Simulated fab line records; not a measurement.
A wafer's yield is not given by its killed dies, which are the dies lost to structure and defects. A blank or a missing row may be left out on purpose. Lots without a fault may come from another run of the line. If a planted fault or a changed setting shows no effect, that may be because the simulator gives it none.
2 desks looking at one fault	flow rit_cmos	only its own numbers are on each desk; what lay behind them is given at the end

## AT THE TOOL OWNER'S DESK: litho_track-04
The tool's own readings at RIT_NWELL_COAT_01 (resist thk 1300 nm): means of the sampled wafers that have a number, for each lot that ran on this tool. Any lot whose mean is over 4 standard deviations away from the usual mean is out of limits and marked OUT; that distance is given in the brackets.
Columns: A = chill_plate_temp_C at RIT_NWELL_COAT_01, usual 23.04 C
lot	first seen here	A
L382	day 2 21:20	23.17
L383	day 2 23:40	23.05
L388	day 4 03:22	22.97
L399	day 6 13:35	23.00
L400	day 6 19:54	23.10
This desk's verdict: no lot among the 5 shows anything out of limits.

## THE METROLOGY DESK
Means of the sampled wafers that have a number, per lot and without regard to the tool the lot ran on: this is what the gauges read. Any lot whose mean is over 4 standard deviations away from the usual mean is out of limits and marked OUT; that distance is given in the brackets.
Columns: A = INCOMING_BOW at RIT_ACTIVE_BOW_MEAS_00, usual 0 um; B = ACTIVE_NITRIDE_THK at RIT_ACTIVE_THK_MEAS_04, usual 150.2 nm; C = FIELD_OXIDE_LEFT_1_THK at RIT_FOX2_THK_MEAS_90, usual 326 nm; D = PWELL_TW at RIT_PWELL_TW_MEAS_10, usual 961
lot	first seen here	A	B	C	D
L378	day 1 10:01	6	148.7	324	963
L379	day 1 15:00	-1	147.4	327	965
L381	day 2 01:01	-5	150.2	331	966
L382	day 2 06:02	0	151.8	327	968
L383	day 2 11:00	3	151.4	328	967
L384	day 2 16:02	0	151.0	332	968
L385	day 2 21:00	2	150.3	325	966
L386	day 3 02:00	2	150.2	326	966
L388	day 3 12:01	-1	148.9	340	971
L390	day 3 22:02	1	151.3	322	968
L395	day 4 23:01	-5	150.8	324	969
L399	day 5 19:04	2	149.8	326	2033 (+99 or more) OUT
L400	day 6 00:01	-8	150.4	317	2015 (+99 or more) OUT
L401	day 6 05:01	4	149.9	322	960
Per this desk, out of limits: L399, L400; the first was L399, day 6 16:34 (PWELL_TW at RIT_PWELL_TW_MEAS_10). L378, L379, L381, L382, L383, L384, L385, L386, L388, L390, L395, L401 stayed within limits.

## BROUGHT TOGETHER
At day 6 16:34 the metrology desk could have sounded an alarm, on L399, L400.
Nothing out of limits was seen by the tool owner's desk.
The tool owner's desk has L399, L400 on record, within its limits.
Of the lots named, all ran RIT_NWELL_COAT_01 on litho_track-04.

## WHAT THE SIMULATOR PUT IN
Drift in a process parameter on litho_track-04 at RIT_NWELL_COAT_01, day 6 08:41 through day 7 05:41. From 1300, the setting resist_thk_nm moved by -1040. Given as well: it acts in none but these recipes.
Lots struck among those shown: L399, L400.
Time in hours between the start of the fault and the first out-of-limits reading at each desk: metrology desk, 8.
